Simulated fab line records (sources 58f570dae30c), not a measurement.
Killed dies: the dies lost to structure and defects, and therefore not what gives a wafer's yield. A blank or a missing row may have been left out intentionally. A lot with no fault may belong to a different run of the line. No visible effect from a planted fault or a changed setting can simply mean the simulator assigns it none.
A lot that was struck, set against a sound lot ; flow berkeley cmos170 ; 23 steps out of a route of 331
Sound: these wafers, L540.1, L540.2, L540.4. The struck wafers were L559.1, L559.3, L559.5. At the end, the cause is stated.
For every step that has rows: the tool of each side, followed by ch and its chambers, followed by its first start. Under that, the readings that differ: sound wafers ; struck wafers ; difference of the means ; sigmas: that difference in standard deviations of wafers without a fault.
alike: words and numbers the same on both sides, and readings whose means are apart by under 2 such deviations; not compared: readings that were withheld, readings missing a value for some wafer, numbers with overlapping values and no deviation given by the record, and bounds like >300 which may hide the same value.
A row with sigmas, a row that says differs or no value, or rows on one side alone: a step with any of these is where the two part. Non-overlapping numbers with no deviation appear without sigmas and do not part them. Lack of a reading on every wafer of one side parts them only where that side has two or more wafers.

UCB170_NWELL_ETCH_13: etches Si3N4 in CH3F/Ar/O2, stops on SiO2, target depth 246.4 nm, time 154 s.
  sound on rie diel-04 ch 1,2,3, day 2 06:29; struck on rie diel-04 ch 1,3, day 6 06:27
  alike: drypump motor current A, oes product au, throttle valve pct
  not compared: rf hours counter h
following that, these wafers have no rows for 1 step: UCB170_NWELL_IMPLANT_14.
UCB170_NWELL_STRIP_15: strips in O2.
  sound on plasma asher-02 ch 0,1, day 2 06:45; struck on plasma asher-02 ch 0,1, day 6 06:42
  alike: drypump motor current A, oes product au, strip time to endpoint s
  not compared: rf hours counter h
UCB170_NWELL_TW_MEAS_16:
  sound on film metro-01, day 2 06:51; struck on film metro-02, day 6 06:48
  alike: NWELL_TW
then, 6 steps without rows for these wafers: UCB170_NWELL_CLEAN_17 (cleans in SPM, time 600 s); UCB170_NWELL_WET_ETCH_18 (etches Si3N4 in H3PO4, time 14400 s); UCB170_NWELL_WET_ETCH_19 (etches SiO2 in BOE, time 22 s); UCB170_PWELL_CLEAN_00 (cleans in SPM, time 600 s); UCB170_PWELL_CLEAN_01 (cleans in dHF, time 60 s); UCB170_PWELL_OXIDATION_02 (target thk 26.4 nm, ox time 1260 s).
UCB170_PWELL_THK_MEAS_03:
  sound on film metro-03, day 2 15:32; struck on film metro-03, day 6 15:31
  alike: PWELL_OXIDE_THK
then, 1 step without rows for these wafers: UCB170_PWELL_ANNEAL_04 (time 900 s).
UCB170_PWELL_CVD_05: deposits Si3N4 from SiH2Cl2/NH3, target thk 220 nm, time 3300 s.
  sound on lpcvd-02 ch 0, day 2 16:51; struck on lpcvd-01 ch 0, day 6 19:05
reading;sound;struck;difference;sigmas
model.Si3N4_of_PWELL_CVD_05.thk nm (nm);219.3 218.8 218.8;287.2 285.7 288.1;+68.0;
  alike: nh3 flow sccm
UCB170_PWELL_THK_MEAS_06:
  sound on film metro-04, day 2 18:46; struck on film metro-04, day 6 21:00
reading;sound;struck;difference;sigmas
PWELL_NITRIDE_THK (nm);219.6 218.8 219.0;287.3 286.0 288.3;+68.1;+31
then, 6 steps without rows for these wafers: UCB170_PWELL_HMDS_07 (prime time 60 s); UCB170_PWELL_COAT_08 (resist thk 900 nm); UCB170_PWELL_SOFTBAKE_09 (time 60 s); UCB170_PWELL_EXPOSE_10 (exposes mask PWELL, target cd 3000 nm); UCB170_PWELL_PEB_11; UCB170_PWELL_DEVELOP_12 (develop time 45 s).
UCB170_PWELL_OVL_MEAS_13:
  sound on overlay-01, day 2 20:15; struck on overlay-01, day 6 22:44
  alike: PWELL_OVL
UCB170_PWELL_ETCH_14: etches Si3N4 in CH3F/Ar/O2, stops on SiO2, target depth 242 nm, time 151 s.
  sound on rie diel-01 ch 0,1,3, day 2 20:17; struck on rie diel-02 ch 0,1,3, day 6 22:46
reading;sound;struck;difference;sigmas
oes product au (a.u.);0.935 0.958 0.932;1.006 0.971 1.009;+0.054;+3
model.etch.depth nm (nm);219.3 218.8 218.8;245.4 241.2 243.9;+24.5;
  alike: drypump motor current A, throttle valve pct
  not compared: rf hours counter h
following that, these wafers have no rows for 1 step: UCB170_PWELL_IMPLANT_15.

WHERE THEY PART
Last at UCB170_PWELL_ETCH_14 as far as this record goes, first at UCB170_PWELL_THK_MEAS_06.

WHY: the cause the simulator had injected
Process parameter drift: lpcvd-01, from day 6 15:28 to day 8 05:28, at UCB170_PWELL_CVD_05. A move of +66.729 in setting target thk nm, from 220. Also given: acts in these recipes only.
